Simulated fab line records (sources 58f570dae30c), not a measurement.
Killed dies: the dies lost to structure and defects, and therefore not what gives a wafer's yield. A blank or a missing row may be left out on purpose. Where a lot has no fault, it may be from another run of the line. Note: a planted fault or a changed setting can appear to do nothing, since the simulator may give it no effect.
Which tool is to blame? ; flow berkeley cmos170 ; Sampling: 14 lots, 42 wafers, 6 of 331 route steps

## WHAT THE GAUGES READ, wafer by wafer
UCB170_NLDD_TW_MEAS_11.
lot;measured;on;NLDD_TW
L840;day 6 10:13;film metro-02;2192 2197 2201
L841;day 6 09:46;film metro-03;2218 2222 2220
L842;day 6 10:46;film metro-03;2220 2216 2219
L843;day 6 23:50;film metro-02;2192 2198 2182
L844;day 7 00:13;film metro-03;2215 2212 2217
L847;day 8 02:41;film metro-02;2188 2178 2181
L849;day 8 03:00;film metro-04;2214 2215 2228
L854;day 9 05:08;film metro-04;2233 2227 2222
L855;day 9 08:37;film metro-03;2217 2224 2207
L856;day 9 08:21;film metro-04;30 30 30 30 30 30
L857;day 9 08:04;film metro-03;30 30 30 30 30 30
L861;day 10 19:07;film metro-04;2216 2207 2216
L862;day 10 19:16;film metro-04;2214 2217 2220
L863;day 10 18:34;film metro-02;2174 2170 2187

UCB170_PSD_OVL_MEAS_07.
lot;measured;on;PSD_OVL (nm)
L840;day 6 15:39;overlay-01;3 4 6
L841;day 6 15:31;overlay-02;11 1 5
L842;day 6 15:48;overlay-02;-4 -3 -3
L843;day 7 04:09;overlay-02;5 3 8
L844;day 7 04:26;overlay-01;4 8 9
L847;day 8 09:19;overlay-01;7 11 5
L849;day 8 09:28;overlay-02;-4 -4 0
L854;day 9 10:19;overlay-02;-1 3 8
L855;day 9 15:35;overlay-02;-2 -2 -2
L861;day 11 01:58;overlay-02;10 6 0
L862;day 11 01:41;overlay-02;-5 -4 1
L863;day 11 01:44;overlay-01;8 -2 -4

UCB170_CONTACT_THK_MEAS_02.
lot;measured;on;CONTACT_PSG_THK (nm)
L840;day 6 22:37;film metro-01;699 707 705
L841;day 6 21:35;film metro-04;709 711 707
L842;day 6 23:22;film metro-03;711 711 707
L843;day 7 10:32;film metro-04;701 693 694
L844;day 7 10:33;film metro-03;715 709 709
L847;day 8 16:04;film metro-03;698 701 700
L849;day 8 18:09;film metro-03;700 701 698
L854;day 9 16:20;film metro-01;707 705 708
L855;day 9 22:55;film metro-03;699 697 702
L861;day 11 09:25;film metro-01;712 697 707
L862;day 11 09:28;film metro-04;708 714 707
L863;day 11 09:23;film metro-04;715 713 714

## TOOL THAT RAN EACH LOT (tool first, then ch and the chambers of the sampled wafers, then the start)
lot;UCB170_ZERO_STRIP_07;UCB170_PLDD_STRIP_10;UCB170_NLDD_STRIP_10
L840;plasma asher-04 ch 0,1, day 1 17:01;plasma asher-04 ch 0,1, day 6 08:00;plasma asher-01 ch 0,1, day 6 10:06
L841;plasma asher-02 ch 0,1, day 1 22:34;plasma asher-01 ch 0,1, day 6 07:44;plasma asher-03 ch 1, day 6 09:39
L842;plasma asher-04 ch 0,1, day 2 07:14;plasma asher-02 ch 0,1, day 6 08:23;plasma asher-01 ch 0,1, day 6 10:41
L843;plasma asher-02 ch 0,1, day 2 09:07;plasma asher-04 ch 0,1, day 6 21:46;plasma asher-04 ch 0,1, day 6 23:44
L844;plasma asher-04 ch 0,1, day 2 15:09;plasma asher-02 ch 0,1, day 6 22:10;plasma asher-04 ch 0,1, day 7 00:06
L847;plasma asher-04 ch 0,1, day 3 07:34;plasma asher-01 ch 0,1, day 8 00:25;plasma asher-03 ch 0,1, day 8 02:35
L849;plasma asher-04 ch 0,1, day 3 16:13;plasma asher-04 ch 0, day 8 00:32;plasma asher-04 ch 0, day 8 02:53
L854;plasma asher-04 ch 0,1, day 4 19:14;plasma asher-02 ch 0,1, day 9 00:53;plasma asher-04 ch 0,1, day 9 05:02
L855;plasma asher-04 ch 0,1, day 4 21:31;plasma asher-02 ch 0,1, day 9 06:07;plasma asher-04 ch 0,1, day 9 08:31
L856;plasma asher-04 ch 0,1, day 5 02:20;plasma asher-01 ch 0,1, day 9 05:52;plasma asher-03 ch 0,1, day 9 08:14
L857;plasma asher-01 ch 0,1, day 5 08:56;plasma asher-01 ch 0,1, day 9 05:31;plasma asher-04 ch 0,1, day 9 07:58
L861;plasma asher-04 ch 0,1, day 6 05:07;plasma asher-01 ch 0, day 10 16:14;plasma asher-03 ch 0, day 10 19:01
L862;plasma asher-01 ch 1, day 6 09:47;plasma asher-02 ch 0,1, day 10 16:31;plasma asher-04 ch 0,1, day 10 19:09
L863;plasma asher-04 ch 0,1, day 6 16:18;plasma asher-04 ch 0, day 10 16:04;plasma asher-01 ch 0,1, day 10 18:28
- UCB170_ZERO_STRIP_07: strips in O2.
- UCB170_PLDD_STRIP_10: strips in O2.
- UCB170_NLDD_STRIP_10: strips in O2.

## AS READ BY THE TOOLS THEMSELVES (means over the sampled wafers that have a number; for cases with no such wafer, the mark the record gives instead)
UCB170_ZERO_STRIP_07.
lot;tool;chamber pressure mTorr (mTorr);drypump motor current A (A);oes product au (a.u.);strip time to endpoint s (s)
L840;plasma asher-04;3503;5.7;0.728;21.46
L841;plasma asher-02;3499;5.3;0.731;21.47
L842;plasma asher-04;3499;5.8;0.728;21.58
L843;plasma asher-02;3499;5.3;0.722;21.42
L844;plasma asher-04;3499;5.7;0.727;21.51
L847;plasma asher-04;3501;5.8;0.730;21.44
L849;plasma asher-04;3500;5.7;0.729;21.48
L854;plasma asher-04;3503;5.7;0.731;21.48
L855;plasma asher-04;3504;5.9;0.728;21.47
L856;plasma asher-04;3502;5.9;0.726;21.51
L857;plasma asher-01;3501;5.7;0.721;21.44
L861;plasma asher-04;3499;5.9;0.725;21.43
L862;plasma asher-01;3500;6.0;0.731;21.54
L863;plasma asher-04;3500;5.7;0.727;21.48

UCB170_PLDD_STRIP_10.
lot;tool;chamber pressure mTorr (mTorr);drypump motor current A (A);oes product au (a.u.);strip time to endpoint s (s)
L840;plasma asher-04;3502;5.7;0.739;21.59
L841;plasma asher-01;3498;5.8;0.734;21.75
L842;plasma asher-02;3500;5.5;0.735;21.66
L843;plasma asher-04;3498;5.9;0.733;21.64
L844;plasma asher-02;3498;5.5;0.730;21.64
L847;plasma asher-01;3501;5.7;0.736;21.61
L849;plasma asher-04;3499;5.5;0.733;21.61
L854;plasma asher-02;3498;5.6;0.735;21.60
L855;plasma asher-02;3501;5.3;0.737;21.63
L856;plasma asher-01;-;-;-;-
L857;plasma asher-01;-;-;-;-
L861;plasma asher-01;3501;5.5;0.735;21.59
L862;plasma asher-02;3499;5.5;0.731;21.69
L863;plasma asher-04;3500;5.5;0.737;21.62

UCB170_NLDD_STRIP_10.
lot;tool;chamber pressure mTorr (mTorr);drypump motor current A (A);oes product au (a.u.);strip time to endpoint s (s)
L840;plasma asher-01;3497;5.84;0.734;21.58
L841;plasma asher-03;3498;5.27;0.736;21.62
L842;plasma asher-01;3502;5.70;0.740;21.73
L843;plasma asher-04;3502;5.85;0.736;21.63
L844;plasma asher-04;3500;5.68;0.731;21.59
L847;plasma asher-03;3501;5.44;0.730;21.60
L849;plasma asher-04;3496;5.48;0.739;21.66
L854;plasma asher-04;3498;5.65;0.732;21.60
L855;plasma asher-04;3498;5.66;0.730;21.57
L856;plasma asher-03;3500;5.60;0.738;47.83
L857;plasma asher-04;3502;5.85;0.738;47.81
L861;plasma asher-03;3500;5.85;0.738;21.69
L862;plasma asher-04;3501;5.66;0.732;21.62
L863;plasma asher-01;3500;5.70;0.736;21.67

## THE ANSWER, worked out from the rows above alone
Rule: the lots themselves supply what counts as usual. Put in order of their means at a reading, lots are off if they are a third of the lots or fewer, leave a main group of 4 or more, and stand apart from it by a gap of 3 or more times the standard deviation of the main group's means; of several such gaps the widest counts. Not used: any main group whose means are identical at the precision the tables above print for the reading. A lot without any number at a reading at which 4 lots or more have one is off too. Any other lot the step has rows for is counted as sound. After the gauges, taken in route order, come the tools' own readings; for these a lot's mean is taken, as printed above. The first step at which some lot is off is used, and at that step the reading that is off furthest; a lot without a number counts as furthest.
Off: at UCB170_NLDD_TW_MEAS_11 (NLDD_TW), L856, L857. Main group: mean 2208, sd 16.
A tool fits if, at a process step before that reading, it ran every lot that is off, and no sound lot after the first of them. The gauges at UCB170_NLDD_TW_MEAS_11 aren't tried: what is off there is off at UCB170_PLDD_STRIP_10 too, on other tools, and a gauge's error can't cause that. No candidate that was tried fits.

## WHAT HAD BEEN PUT IN BY THE SIMULATOR
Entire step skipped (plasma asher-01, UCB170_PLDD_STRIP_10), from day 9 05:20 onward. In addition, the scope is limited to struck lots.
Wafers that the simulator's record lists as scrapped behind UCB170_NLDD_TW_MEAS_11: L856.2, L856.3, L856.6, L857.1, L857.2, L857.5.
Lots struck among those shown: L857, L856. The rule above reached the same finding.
